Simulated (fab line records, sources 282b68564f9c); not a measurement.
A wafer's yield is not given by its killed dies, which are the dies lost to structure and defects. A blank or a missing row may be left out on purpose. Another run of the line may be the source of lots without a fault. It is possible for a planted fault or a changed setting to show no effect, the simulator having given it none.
Split-lot trial    flow rit-cmos    route with 202 steps; 5 lots, 23 wafers read

THE SPLIT
At RIT_NRETRO_IMPLANT_08, the setting energy-kev was moved away from the recipe's 70 on 6 of the 23 wafers read, by -5.1% to -3.2%. The other wafers ran this setting at the recipe's value.

The reading is taken at the split's own step.

THE READING
The simulator's own value implant.drp-nm, read by no gauge, in nm at RIT_NRETRO_IMPLANT_08. There is no usual value for it anywhere in the file.

wafer   tool, chamber at the split  energy-kev as run  against the recipe  implant.drp-nm, nm  against lot-mates on the recipe
L075.2  implanter-02, 0             70                 recipe              33.94               -
L075.3  implanter-02, 0             70                 recipe              33.94               -
L075.5  implanter-02, 0             70                 recipe              33.94               -
L077.1  implanter-03, 0             70                 recipe              33.94               -
L077.2  implanter-03, 0             70                 recipe              33.94               -
L077.3  implanter-03, 0             70                 recipe              33.94               -
L077.4  implanter-03, 0             70                 recipe              33.94               -
L077.6  implanter-03, 0             70                 recipe              33.94               -
L080.1  implanter-01, 0             70                 recipe              33.94               -
L080.4  implanter-01, 0             70                 recipe              33.94               -
L080.2  implanter-01, 0             67.73              -3.2%               33                  -0.94
L080.3  implanter-01, 0             67.73              -3.2%               33                  -0.94
L080.5  implanter-01, 0             67.73              -3.2%               33                  -0.94
L083.1  implanter-01, 0             70                 recipe              33.94               -
L083.2  implanter-01, 0             70                 recipe              33.94               -
L083.4  implanter-01, 0             70                 recipe              33.94               -
L083.5  implanter-01, 0             70                 recipe              33.94               -
L083.6  implanter-01, 0             70                 recipe              33.94               -
L084.1  implanter-01, 0             66.46              -5.1%               32.47               -1.47
L084.4  implanter-01, 0             66.46              -5.1%               32.47               -1.47
L084.6  implanter-01, 0             66.46              -5.1%               32.47               -1.47
L084.2  implanter-01, 0             70                 recipe              33.94               -
L084.5  implanter-01, 0             70                 recipe              33.94               -

THE FIT
A straight line over all 23 wafers: implant.drp-nm changes by +0.29 nm for each +1% of energy-kev; r = +1.00; the points scatter about the line by 0.00083 nm.
The same after taking each lot's own level away (the mean of its wafers on the recipe; 23 wafers): +0.29 nm for each +1%; r = +1.00; scatter 0.00083 nm.
According to that fit, moving energy-kev by its largest amount changes the reading by 1.5 nm.
The lots' own levels span 33.940 to 33.940 nm.
So the lot-to-lot level changes the slope little: the two slopes agree.
Check: for one of the wafers moved furthest among these (-5.1%), held out of the fit, the line's prediction against its lot-mates is -1.47 nm. Against them it came out at -1.47 nm.

THE OTHER SPLITS THESE WAFERS WENT THROUGH
Other splits were also applied to these wafers ahead of the reading. Each is held against what the fit with the lots' levels taken away leaves over:
other split on the same wafers     wafers away from the commonest value  r with implant.drp-nm (lot level and that fit taken away)
RIT_ACTIVE_OXIDATION_01 ox-time-s  15                                    -0.40

THE WHOLE CHAIN: every reading that the file lists as answering this split, in the file's order
step                   what it does  reading                                                          change (the file's fit)                r (the file's)
RIT_NRETRO_IMPLANT_08                implant.rp-nm (the simulator's own value, which no gauge read)   +0.908 nm for each +1% of the setting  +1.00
RIT_NRETRO_IMPLANT_08                implant.drp-nm (the simulator's own value, which no gauge read)  +0.29 nm for each +1% of the setting   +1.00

FILE'S OWN FIT
implant.drp-nm changes by +0.29 nm for each +1% of energy-kev, r = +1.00.
